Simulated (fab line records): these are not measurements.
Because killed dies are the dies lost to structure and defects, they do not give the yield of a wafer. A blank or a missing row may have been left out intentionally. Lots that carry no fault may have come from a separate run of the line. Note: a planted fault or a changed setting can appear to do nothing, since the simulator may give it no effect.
Which tool did it? | flow ritCmos | 10 lots, 30 wafers sampled, at 5 steps of a route of 202

WHAT EACH GAUGE READ, for each wafer
RIT_ACTIVE_THK_MEAS_04.
lot  | measured    | on           | ACTIVE_NITRIDE_THK (nm)
L507 | day 1 13:32 | filmMetro-01 | 151.8 152.8 151.4
L508 | day 1 20:31 | filmMetro-02 | 149.9 148.0 149.2
L511 | day 2 10:30 | filmMetro-01 | 184.7 184.2 184.3
L519 | day 4 01:32 | filmMetro-04 | 150.5 148.2 150.0
L521 | day 4 11:46 | filmMetro-04 | 147.5 149.3 149.6
L523 | day 4 21:32 | filmMetro-02 | 149.3 150.1 150.1
L526 | day 5 14:34 | filmMetro-04 | 147.2 147.6 148.2
L528 | day 5 22:36 | filmMetro-01 | 148.9 148.0 148.4
L529 | day 6 03:55 | filmMetro-02 | 150.4 150.9 150.8
L530 | day 6 08:44 | filmMetro-01 | 152.5 151.5 153.0

RIT_NRETRO_TW_MEAS_10.
lot  | measured    | on           | NRETRO_TW
L507 | day 2 08:34 | filmMetro-02 | 1062 1056 1057
L508 | day 2 12:50 | filmMetro-02 | 1060 1063 1062
L511 | day 3 03:56 | filmMetro-01 | 1044 1047 1046
L519 | day 4 20:38 | filmMetro-02 | 1065 1062 1062
L521 | day 5 04:20 | filmMetro-01 | 1053 1047 1047
L523 | day 5 14:26 | filmMetro-01 | 1054 1056 1053
L526 | day 6 09:33 | filmMetro-02 | 1063 1063 1064
L528 | day 6 15:57 | filmMetro-01 | 1050 1054 1056
L529 | day 6 23:34 | filmMetro-04 | 1049 1052 1048
L530 | day 7 05:38 | filmMetro-01 | 1055 1051 1051

EACH LOT AND THE TOOL THAT RAN IT (in order: tool; ch and the chambers of the sampled wafers; start)
lot  | RIT_ACTIVE_CVD_03          | RIT_ACTIVE_ETCH_13               | RIT_NRETRO_STRIP_09
L507 | lpcvd-02 ch 0, day 1 12:07 | rieDiel-02 ch 1,2,3, day 1 14:43 | plasmaAsher-04 ch 0,1, day 2 08:23
L508 | lpcvd-01 ch 1, day 1 19:06 | rieDiel-01 ch 1,2,3, day 1 21:41 | plasmaAsher-03 ch 0,1, day 2 12:38
L511 | lpcvd-02 ch 0, day 2 09:05 | rieDiel-04 ch 1,3, day 2 11:41   | plasmaAsher-01 ch 0,1, day 3 03:46
L519 | lpcvd-01 ch 0, day 4 00:07 | rieDiel-01 ch 1,2,3, day 4 02:50 | plasmaAsher-01 ch 0,1, day 4 20:28
L521 | lpcvd-01 ch 0, day 4 10:20 | rieDiel-04 ch 0,1,3, day 4 13:04 | plasmaAsher-01 ch 0,1, day 5 04:09
L523 | lpcvd-01 ch 1, day 4 20:07 | rieDiel-02 ch 0,1,2, day 4 22:43 | plasmaAsher-04 ch 0,1, day 5 14:16
L526 | lpcvd-01 ch 0, day 5 13:08 | rieDiel-02 ch 0,2,3, day 5 15:51 | plasmaAsher-03 ch 0, day 6 09:22
L528 | lpcvd-01 ch 0, day 5 21:10 | rieDiel-04 ch 0,1,3, day 5 23:46 | plasmaAsher-01 ch 0,1, day 6 15:46
L529 | lpcvd-02 ch 0, day 6 02:30 | rieDiel-04 ch 1,2, day 6 05:05   | plasmaAsher-01 ch 0,1, day 6 23:24
L530 | lpcvd-02 ch 0, day 6 07:19 | rieDiel-04 ch 1,2,3, day 6 10:02 | plasmaAsher-03 ch 0,1, day 7 05:27
- RIT_ACTIVE_CVD_03: deposits Si3N4 from SiH2Cl2/NH3, target thk 150 nm, time 1500 s.
- RIT_ACTIVE_ETCH_13: etches Si3N4 in SF6, stops on SiO2, time 210 s, target depth 210 nm.
- RIT_NRETRO_STRIP_09: strips in O2, time 180 s.

WHAT THE TOOLS THEMSELVES READ (means of the sampled wafers that have a number; where no wafer has one, the mark that the record gives instead)
RIT_ACTIVE_ETCH_13.
lot  | tool       | drypumpMotorCurrentA (A) | oesProductAu (a.u.) | throttleValvePct (%)
L507 | rieDiel-02 | 5.6                      | 0.820               | 7.49
L508 | rieDiel-01 | 5.8                      | 0.819               | 7.39
L511 | rieDiel-04 | 5.9                      | 0.924               | 7.38
L519 | rieDiel-01 | 5.8                      | 0.828               | 7.39
L521 | rieDiel-04 | 5.8                      | 0.809               | 7.43
L523 | rieDiel-02 | 5.8                      | 0.810               | 7.48
L526 | rieDiel-02 | 5.9                      | 0.810               | 7.48
L528 | rieDiel-04 | 5.7                      | 0.809               | 7.43
L529 | rieDiel-04 | 6.0                      | 0.830               | 7.51
L530 | rieDiel-04 | 6.1                      | 0.838               | 7.45

RIT_NRETRO_STRIP_09.
lot  | tool           | drypumpMotorCurrentA (A)
L507 | plasmaAsher-04 | 5.8
L508 | plasmaAsher-03 | 5.5
L511 | plasmaAsher-01 | 5.5
L519 | plasmaAsher-01 | 5.5
L521 | plasmaAsher-01 | 6.1
L523 | plasmaAsher-04 | 5.9
L526 | plasmaAsher-03 | 5.3
L528 | plasmaAsher-01 | 6.1
L529 | plasmaAsher-01 | 6.1
L530 | plasmaAsher-03 | 5.5

THE ANSWER, worked out from the rows above alone
Rule: the lots themselves supply what counts as usual. Put in order of their means at a reading, lots are off if they are a third of the lots or fewer, leave a main group of 4 or more, and stand apart from it by a gap of 3 or more times the standard deviation of the main group's means; of several such gaps the widest counts. A main group whose means are all the same, to the digits that the tables above print for the reading, isn't used. A lot without any number at a reading at which 4 lots or more have one is off too. Where the step has rows for the other lots, those lots are counted as sound. The gauges are gone through in route order, then the tools' own readings, and for those a lot's mean is taken as printed above. At the first step where some lot is off, the reading lying furthest off is the one used; lots without a number count as furthest.
Off: L511, seen at RIT_ACTIVE_THK_MEAS_04 (ACTIVE_NITRIDE_THK). Mean 149.8 nm and standard deviation 1.5 in the main group.
A tool fits if, at a process step before that reading, it ran every lot that is off, and no sound lot after the first of them. The gauges at RIT_ACTIVE_THK_MEAS_04 aren't tried: what is off there is off at RIT_ACTIVE_ETCH_13 too, on other tools, and a gauge's error can't cause that. No candidate that was tried fits.

WHAT WAS PUT IN BY THE SIMULATOR
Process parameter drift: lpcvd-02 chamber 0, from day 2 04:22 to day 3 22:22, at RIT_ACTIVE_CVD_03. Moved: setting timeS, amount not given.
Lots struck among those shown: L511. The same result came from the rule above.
